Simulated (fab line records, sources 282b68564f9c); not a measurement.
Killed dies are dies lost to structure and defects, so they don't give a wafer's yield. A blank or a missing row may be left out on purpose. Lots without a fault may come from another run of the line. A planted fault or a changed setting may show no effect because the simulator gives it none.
Split-lot experiment | flow rit_cmos | 5 lots, 23 wafers read, on a route of 202 steps

THE SPLIT
At RIT_GATE_DEVELOP_15 (develop time 50 s), the setting develop_time_s was moved away from the recipe's 50 s on 5 of the 23 wafers read, by +8.9% to +9.9%. The other wafers ran this setting at the recipe's value.

FROM THE SPLIT TO THE READING: what the file shows between them, 14 steps
- RIT_GATE_HARDBAKE_18: time 60 s
- RIT_GATE_ETCH_19: etches poly-Si in SF6/CHF3/O2, stops on SiO2, time 165 s, target depth 312.5 nm
- RIT_NLDD_SOFTBAKE_02: time 60 s (also split here: temp_c)
- RIT_NLDD_EXPOSE_03: exposes mask M7, target cd 40700 nm
- RIT_NLDD_PEB_04
- RIT_NLDD_DEVELOP_05: develop time 50 s
- RIT_PLDD_IMPLANT_08 (also split here: energy_kev)
- RIT_SPACER_ETCHBACK_05: etches Si3N4 in SF6/CHF3, stops on SiO2, target depth 250 nm, time 240 s (also split here: rf_w)
- RIT_NSD_IMPLANT_08 (also split here: energy_kev)
- RIT_PSD_IMPLANT_08 (also split here: energy_kev)
- RIT_PSD_STRIP_09: strips in O2, time 180 s
- RIT_SDANNEAL_CLEAN_02: cleans in SC2, time 600 s
- RIT_SDANNEAL_RTA_03: time 5 s
- RIT_SDANNEAL_RS_MEAS_04: measures by four-point-probe

THE READING
etest.ppoly_line.line_ohm_um (the simulator's own value, which no gauge read), at RIT_M1_PROBE_99. The file gives no usual value for it. The 18 wafers here that ran the recipe average 160.0, standard deviation 3.6.

wafer  | tool, chamber at the split | develop_time_s as run, s | against the recipe | etest.ppoly_line.line_ohm_um | against lot-mates on the recipe
L075.1 | litho_track-04, 0          | 50                       | recipe             | 160.1                        | -
L075.3 | litho_track-04, 0          | 50                       | recipe             | 157                          | -
L075.4 | litho_track-04, 0          | 50                       | recipe             | 160.3                        | -
L075.5 | litho_track-04, 0          | 50                       | recipe             | 159.3                        | -
L075.6 | litho_track-04, 0          | 50                       | recipe             | 154.1                        | -
L076.1 | litho_track-04, 0          | 50                       | recipe             | 161.1                        | -
L076.2 | litho_track-04, 0          | 50                       | recipe             | 162.7                        | -
L076.3 | litho_track-04, 0          | 50                       | recipe             | 167.3                        | -
L076.4 | litho_track-04, 0          | 50                       | recipe             | 165                          | -
L076.5 | litho_track-04, 0          | 50                       | recipe             | 158.6                        | -
L078.1 | litho_track-04, 0          | 54.96                    | +9.9%              | 198.7                        | +35.2
L078.2 | litho_track-04, 0          | 54.96                    | +9.9%              | 199.8                        | +36.4
L078.3 | litho_track-04, 0          | 50                       | recipe             | 166.3                        | -
L078.4 | litho_track-04, 0          | 50                       | recipe             | 160.6                        | -
L078.6 | litho_track-04, 0          | 54.96                    | +9.9%              | 194.4                        | +31.0
L079.3 | litho_track-02, 0          | 50                       | recipe             | 157                          | -
L079.4 | litho_track-02, 0          | 50                       | recipe             | 155.3                        | -
L079.5 | litho_track-02, 0          | 50                       | recipe             | 155.8                        | -
L084.1 | litho_track-04, 0          | 50                       | recipe             | 159.7                        | -
L084.2 | litho_track-04, 0          | 50                       | recipe             | 162.1                        | -
L084.4 | litho_track-04, 0          | 54.46                    | +8.9%              | 189.9                        | +29.9
L084.5 | litho_track-04, 0          | 54.46                    | +8.9%              | 190.3                        | +30.3
L084.6 | litho_track-04, 0          | 50                       | recipe             | 158.2                        | -

THE FIT
A straight line over all 23 wafers: etest.ppoly_line.line_ohm_um changes by +3.65 for each +1% of develop_time_s; r = +0.97; the points scatter about the line by 3.5.
The same after taking each lot's own level away (the mean of its wafers on the recipe; 23 wafers): +3.42 for each +1%; r = +0.99; scatter 2.3.
On that fit, the largest move of develop_time_s shifts the reading by 34.
The lots' own levels span 156.03 to 163.45, that is 2.1 times the standard deviation above.
So the lot-to-lot level changes the slope little: the two slopes agree.
Check: with one of the wafers moved furthest among these (+9.9%) left out of the fit, the line predicts +33.6 for it against its lot-mates. It came out at +35.2 against them.

OTHER SPLITS ON THESE WAFERS
These wafers also went through other splits before the reading. Each is held against what the fit with the lots' levels taken away leaves over:
other split on the same wafers    | wafers away from the commonest value | r with etest.ppoly_line.line_ohm_um (lot level and that fit taken away)
RIT_ACTIVE_OXIDATION_01 ox_time_s | 15                                   | +0.04
RIT_NWELL_COAT_01 spin_rpm        | 8                                    | +0.14
RIT_PWELL_IMPLANT_08 energy_kev   | 11                                   | +0.04
RIT_NRETRO_COAT_01 spin_rpm       | 8                                    | -0.08
RIT_NRETRO_IMPLANT_08 energy_kev  | 9                                    | -0.11
RIT_PRETRO_IMPLANT_08 energy_kev  | 11                                   | -0.13
RIT_GATE_CVD_08 pressure_mtorr    | 15                                   | +0.02
RIT_NLDD_SOFTBAKE_02 temp_c       | 9                                    | -0.25
RIT_PLDD_IMPLANT_08 energy_kev    | 5                                    | -0.13
RIT_SPACER_ETCHBACK_05 rf_w       | 9                                    | +0.02
RIT_NSD_IMPLANT_08 energy_kev     | 8                                    | -0.12
RIT_PSD_IMPLANT_08 energy_kev     | 8                                    | -0.24

THE WHOLE CHAIN: every reading that the file lists as answering this split, in the file's order
step             | what it does                                                                    | reading                                                                        | change (the file's fit)              | r (the file's)
RIT_GATE_ETCH_19 | etches poly-Si in SF6/CHF3/O2, stops on SiO2, time 165 s, target depth 312.5 nm | GATE.cd_nm (the simulator's own value, which no gauge read)                    | -1.64 nm for each +1% of the setting | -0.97
RIT_M1_PROBE_99  |                                                                                 | etest.pmos_0p15.r_on_ohm_um (the simulator's own value, which no gauge read)   | -39.7 for each +1% of the setting    | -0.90
RIT_M1_PROBE_99  |                                                                                 | etest.pmos_turned.r_on_ohm_um (the simulator's own value, which no gauge read) | -41.7 for each +1% of the setting    | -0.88
RIT_M1_PROBE_99  |                                                                                 | etest.nmos_0p15.drive_ua_um (the simulator's own value, which no gauge read)   | +8.02 for each +1% of the setting    | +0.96
RIT_M1_PROBE_99  |                                                                                 | etest.pmos_0p15.drive_ua_um (the simulator's own value, which no gauge read)   | +5.08 for each +1% of the setting    | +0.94
RIT_M1_PROBE_99  |                                                                                 | etest.npoly_line.line_ohm_um (the simulator's own value, which no gauge read)  | +3.61 for each +1% of the setting    | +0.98
RIT_M1_PROBE_99  |                                                                                 | etest.ppoly_line.line_ohm_um (the simulator's own value, which no gauge read)  | +3.41 for each +1% of the setting    | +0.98

THE FILE'S OWN FIT
etest.ppoly_line.line_ohm_um changes by +3.41 for each +1% of develop_time_s, r = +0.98.
